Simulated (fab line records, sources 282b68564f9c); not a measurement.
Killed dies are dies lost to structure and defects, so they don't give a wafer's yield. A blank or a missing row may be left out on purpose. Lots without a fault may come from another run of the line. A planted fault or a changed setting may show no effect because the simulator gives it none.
fab line records | flow rit_cmos
record lots=14 wafers=42 last_day=7
route steps=202 shown PWELL@48 NRETRO@63 M1@202
lots that met no fault: from a run of the same line without faults
start_h: hours from the record's first day to the start of the lot's first wafer shown | wait_h: hours since the lot's step before | " the same as in the row above | L1.1+2: a row that stands for several wafers | - no value, or no start given | * or withheld: withheld | < > ~ a bound
route shown NAME@n: a module of which the file shows steps, and the number in the route of the first | usual: mean/standard deviation of fault-free wafers | same: alike in all rows | chamber/n: place in a boat | sites: the reading at each site | _std_site: their standard deviation | _edge_site: outer sites' mean less inner sites' | radius_mm: how far each site lies from the wafer's centre | mask NAME#n: copy n | behind: the tool/chamber that last shaped the wafer | hold: why the lot was held/for how many hours/how that ended | device: the transistor (n, p or np) that didn't switch | end of line: the same wafers' tests at the end of the route | a step without rows: its recipe alone | killed: dies lost to structure and defects at the first sort, not the wafer's yield | map: a wafer's dies, x killed, . not, _ none there
set.NAME: the setting as run; set.NAME@STEP: as run at that earlier step | model.NAME: the simulator's own value behind a step, which no gauge read
steps of the route over a sample of lots; a table a step, a row a wafer
services: from which hour (start_h, from the record's first day; less than 0 if before it) a tool's chamber was out of use, for how many hours, and why
## steps
# step RIT_PWELL_STRIP_09
# recipe chemistry=O2 time_s=180 resist=NOVOLAK platen_temp_c=withheld power_w=500 pressure_mtorr=4000 o2_flow_sccm=4000
# usual chamber_pressure_mTorr=4000/3.6 drypump_motor_current_A=5.8/0.52 rf_refl_power_W=5.8/0.98
# columns lot.wafer tool chamber start_h wait_h chamber_pressure_mTorr drypump_motor_current_A rf_hours_counter_h rf_refl_power_W
L382.1 plasma_asher-02 1 32.37 0.1 3999 5.7 36 5.5
L382.2 " 0 " " 4000 5.4 36 5.0
L382.5 " 1 " " 4002 5.7 - 5.5
L383.1 plasma_asher-01 0 38.02 0.1 4002 5.3 38 7.5
L383.2 " 1 " " 4003 6.3 38 4.8
L383.3 " 0 " " 4002 5.3 - 7.4
L384.1 plasma_asher-01 1 43.16 0.1 3995 6.3 39 5.0
L384.2 " 0 " " 3999 5.3 39 7.3
L384.6 " 0 " " 4001 5.3 - 7.2
L385.2 plasma_asher-03 0 49.12 0.1 3998 6.7 42 5.3
L385.3 " 0 " " 4002 6.7 - 5.3
L385.4 " 1 " " 4001 5.5 - 6.2
L388.3 plasma_asher-02 0 65.72 0.1 3997 5.5 - 4.7
L388.4 " 1 " " 3999 5.7 - 5.5
L388.5 " 1 " " 3995 5.7 - 5.8
L390.1 plasma_asher-01 1 74.13 0.1 - - - -
L390.4 " 1 " " - - - -
L390.5 " 0 " " - - - -
L391.1 plasma_asher-01 0 77.82 0.1 - - - -
L391.4 " 1 " " - - - -
L391.5 " 0 " " - - - -
L395.1 plasma_asher-01 0 97.60 0.1 4002 5.3 44 7.4
L395.2 " 1 " " 4005 6.3 44 4.7
L395.4 " 0 " " 3999 5.3 - 7.7
L397.1 plasma_asher-03 0 109.28 0.1 4004 6.7 48 5.3
L397.3 " 1 " " 3997 5.5 - 6.2
L397.6 " 1 " " 4005 5.4 - 6.1
L398.1 plasma_asher-01 1 115.63 0.1 4001 6.3 47 4.9
L398.5 " 1 " " 4006 6.3 - 5.0
L398.6 " 0 " " 4000 5.3 - 7.4
L399.1 plasma_asher-01 1 119.72 0.1 3994 6.3 47 4.8
L399.2 " 0 " " 3994 5.3 47 7.3
L399.5 " 1 " " 4003 6.3 - 4.9
L400.3 plasma_asher-01 0 122.55 0.1 4001 5.3 - 7.4
L400.4 " 1 " " 3999 6.3 - 5.0
L400.5 " 0 " " 4001 5.3 - 7.4
L401.3 plasma_asher-01 0 127.67 0.1 3996 5.3 - 7.3
L401.4 " 1 " " 4002 6.3 - 4.9
L401.5 " 1 " " 4005 6.3 - 4.9
L402.3 plasma_asher-03 1 132.47 0.1 3999 5.5 - 6.2
L402.4 " 0 " " 4006 6.7 - 5.4
L402.5 " 0 " " 4000 6.7 - 5.3
# step RIT_NRETRO_TW_MEAS_10
# usual NRETRO_TW=1044/12
# columns lot.wafer tool chamber start_h wait_h hold NRETRO_TW
L382.1 film_metro-02 - 39.42 0.1 - 1028
L382.2 " - " " - 1024
L382.5 " - " " - 1030
L383.1 film_metro-03 - 45.19 0.1 - 1056
L383.2 " - " " - 1060
L383.3 " - " " - 1062
L384.1 film_metro-03 - 50.33 0.1 - 1056
L384.2 " - " " - 1064
L384.6 " - " " - 1058
L385.2 film_metro-03 - 56.18 0.1 - 1063
L385.3 " - " " - 1060
L385.4 " - " " - 1067
L388.3 film_metro-04 - 72.85 0.1 - 1046
L388.4 " - " " - 1047
L388.5 " - " " - 1048
L390.1 film_metro-04 - 81.27 0.1 await_dispo/0.2h/release 30
L390.4 " - " " await_dispo/0.2h/release 30
L390.5 " - " " await_dispo/0.2h/release 30
L390.1 film_metro-04 - 81.49 0.2 - 30
L390.4 " - " " - 30
L390.5 " - " " - 30
L391.1 film_metro-04 - 84.99 0.1 await_dispo/0.2h/release 30
L391.4 " - " " await_dispo/0.2h/release 30
L391.5 " - " " await_dispo/0.2h/release 30
L391.1 film_metro-04 - 85.22 0.2 - 30
L391.4 " - " " - 30
L391.5 " - " " - 30
L395.1 film_metro-03 - 104.65 0.1 - 1056
L395.2 " - " " - 1056
L395.4 " - " " - 1052
L397.1 film_metro-03 - 116.33 0.1 - 1059
L397.3 " - " " - 1056
L397.6 " - " " - 1052
L398.1 film_metro-03 - 122.86 0.1 - 1052
L398.5 " - " " - 1049
L398.6 " - " " - 1052
L399.1 film_metro-02 - 126.89 0.1 - 1035
L399.2 " - " " - 1028
L399.5 " - " " - 1025
L400.3 film_metro-04 - 129.76 0.1 - 1051
L400.4 " - " " - 1047
L400.5 " - " " - 1042
L401.3 film_metro-04 - 134.81 0.1 - 1047
L401.4 " - " " - 1052
L401.5 " - " " - 1041
L402.3 film_metro-02 - 139.90 0.1 - 1033
L402.4 " - " " - 1031
L402.5 " - " " - 1034
# step RIT_M1_PROBE_99
# usual defect_limited_yield=97.5/1.2 killed_at_contacts=0.1/0.24 killed_at_front_end=7/3.1 killed_dies=7/3.1 killed_open=3.3/2 killed_short=3.4/2.1 sort_bin_3_pad_short=0.1/0.21 sort_bin_5_function=1.4/0.79 sort_bin_6_memory=1.0/0.65 sort_n_pass=257/3.1 sort_yield_pct=97.5/1.2
# same gross_dies=264 killed_at_M0_to_M3=0 killed_at_M4_up=0 killed_at_back_side=0 killed_at_other=0
# columns lot.wafer tool chamber start_h wait_h defect_limited_yield[%] killed_at_contacts killed_at_front_end killed_dies killed_open killed_short sort_bin_3_pad_short[%] sort_bin_5_function[%] sort_bin_6_memory[%] sort_n_pass sort_yield_pct[%]
L388.3 prober-01 - 102.26 0.2 97.3 0 7 7 2 5 0.4 0.8 1.5 257 97.3
L388.4 prober-01 - 102.31 0.2 96.6 0 9 9 6 3 0.4 2.3 0.8 255 96.6
L388.5 prober-01 - 102.36 0.2 98.1 0 5 5 1 4 0 0.8 1.1 259 98.1
L398.1 prober-02 - 149.87 0.1 98.1 0 5 5 2 3 0 1.9 0 259 98.1
L398.5 prober-02 - 150.07 0.2 97.7 0 6 6 2 4 0 0.4 1.9 258 97.7
L398.6 prober-02 - 150.12 0.2 98.1 1 4 5 3 2 0 1.5 0.4 259 98.1
# killed by level:class
L388.3 GATE:geometric_particle:short=3 GATE:geometric_particle:open=1 REOX:geometric_particle:short=1 REOX:geometric_particle:open=1 SPACER:geometric_particle:short=1
L388.4 GATE:geometric_particle:open=3 FOX1:geometric_particle:open=2 GATE:geometric_particle:short=2 SPACER:geometric_particle:short=1 SILICIDE:geometric_particle:open=1
L388.5 SPACER:geometric_particle:short=2 FOX2:geometric_particle:short=1 GATE:geometric_particle:short=1 SPACER:geometric_particle:open=1
L398.1 GATE:geometric_particle:open=2 GATE:geometric_particle:short=1 REOX:geometric_particle:short=1 SILICIDE:geometric_particle:short=1
L398.5 GATE:geometric_particle:short=2 FOX2:geometric_particle:short=1 SPACER:geometric_particle:open=1 SILICIDE:geometric_particle:short=1 SILICIDE:geometric_particle:open=1
L398.6 GATE:geometric_particle:open=1 GATE:geometric_particle:short=1 REOX:geometric_particle:open=1 SILICIDE:geometric_particle:short=1 CONTACT:geometric_particle:open=1
## services
# columns tool chamber start_h hours kind
plasma_asher-03 - 29.45 3.2 repair
plasma_asher-02 - 108.75 9.0 pm
plasma_asher-02 0 108.75 9.0 vent_cycle
plasma_asher-02 1 108.75 9.0 vent_cycle
plasma_asher-03 - 117.44 8.2 repair
plasma_asher-02 0 117.75 - clean
plasma_asher-02 1 117.75 - clean
## key
first_sign step=RIT_PWELL_STRIP_09 reading=tool_record direction=missing
effect step=RIT_NRETRO_TW_MEAS_10 reading=visit direction=added
effect step=RIT_NRETRO_TW_MEAS_10 reading=NRETRO_TW direction=down sigmas=84 usual=1044 struck=30
met_at RIT_PWELL_STRIP_09
struck_lots L390,L391
scrapped_behind RIT_NRETRO_TW_MEAS_10 L390.1,L390.4,L390.5,L391.1,L391.4,L391.5
onset_between 43.16 74.13
fault kind=skipped_step_whole tool=plasma_asher-01 chamber=- onset_h=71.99 steps=RIT_PWELL_STRIP_09 scope=struck_lots_only
